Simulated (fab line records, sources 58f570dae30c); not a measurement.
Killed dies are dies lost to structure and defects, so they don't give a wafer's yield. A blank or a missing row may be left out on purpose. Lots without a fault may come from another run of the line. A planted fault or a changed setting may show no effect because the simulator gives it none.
Chamber matching | flow berkeley_cmos170 | UCB170_ZERO_ETCH_06 on rie_diel-01: 4 sister chambers
The step etches SiO2 in CHF3/CF4/Ar, time 12 s. 18 wafers are shown with their chamber, then 9 later ones without.

WAFERS WITH THEIR CHAMBER
wafer  | chamber | drypump_motor_current_A (A) | throttle_valve_pct (%) | oes_product_au (a.u.)
L075.2 | 1       | 5.8                         | 9.12                   | 0.598
L075.3 | 2       | 5.0                         | 9.43                   | 0.614
L075.5 | 0       | 5.0                         | 9.05                   | 0.634
L078.1 | 2       | 5.0                         | 9.43                   | 0.618
L078.4 | 1       | 5.8                         | 9.14                   | 0.606
L078.5 | 0       | 5.0                         | 9.04                   | 0.634
L083.1 | 3       | 5.5                         | 9.42                   | 0.594
L083.2 | 1       | 5.8                         | 9.13                   | 0.604
L083.5 | 0       | 5.0                         | 9.06                   | 0.614
L084.1 | 1       | 5.8                         | 9.14                   | 0.600
L084.2 | 0       | 5.0                         | 9.04                   | 0.617
L084.5 | 0       | 5.0                         | 9.05                   | 0.617
L087.1 | 0       | 5.0                         | 9.05                   | 0.609
L087.2 | 2       | 4.9                         | 9.42                   | 0.619
L087.4 | 3       | 5.5                         | 9.44                   | 0.601
L089.2 | 1       | 5.8                         | 9.16                   | 0.604
L089.4 | 3       | 5.5                         | 9.43                   | 0.597
L089.6 | 1       | 5.8                         | 9.13                   | 0.604

SIGNATURES (means of the wafers above)
reading                 | chamber 0 | chamber 1 | chamber 2 | chamber 3 | scatter within a chamber
drypump_motor_current_A | 5.000     | 5.800     | 4.967     | 5.500     | 0.0218
throttle_valve_pct      | 9.0483    | 9.1367    | 9.4267    | 9.4300    | 0.0103
oes_product_au          | 0.62083   | 0.60267   | 0.61700   | 0.59733   | 0.0068
Rule: a wafer's distance from a chamber is the root of the sum, over the readings, of the square of ((its reading less the chamber's mean) divided by the reading's scatter). The wafer belongs to the nearest chamber; if the next one is less than 2 further off, it can't be placed. The scatter: the root of (the sum of the squares of (reading less its chamber's mean) over the shown wafers, divided by (wafers less chambers)).

WAFERS WITHOUT THEIR CHAMBER
wafer  | drypump_motor_current_A (A) | throttle_valve_pct (%) | oes_product_au (a.u.)
L092.1 | 5.5                         | 9.42                   | 0.599
L092.3 | 5.0                         | 9.05                   | 0.616
L092.4 | 4.9                         | 9.41                   | 0.612
L095.3 | 5.8                         | 9.15                   | 0.618
L095.4 | 5.0                         | 9.07                   | 0.616
L095.5 | 5.8                         | 9.14                   | 0.619
L097.2 | 5.5                         | 9.42                   | 0.597
L097.4 | 4.9                         | 9.43                   | 0.618
L097.6 | 5.8                         | 9.13                   | 0.606

WHICH CHAMBER EACH WENT THROUGH
wafer  | from the rows above | in truth
L092.1 | 3                   | 3
L092.3 | 0                   | 0
L092.4 | 2                   | 2
L095.3 | 1                   | 1
L095.4 | 0                   | 0
L095.5 | 1                   | 1
L097.2 | 3                   | 3
L097.4 | 2                   | 2
L097.6 | 1                   | 1
Placed correctly: 9 of 9. Can't be placed from these rows: 0. Placed wrongly: 0.
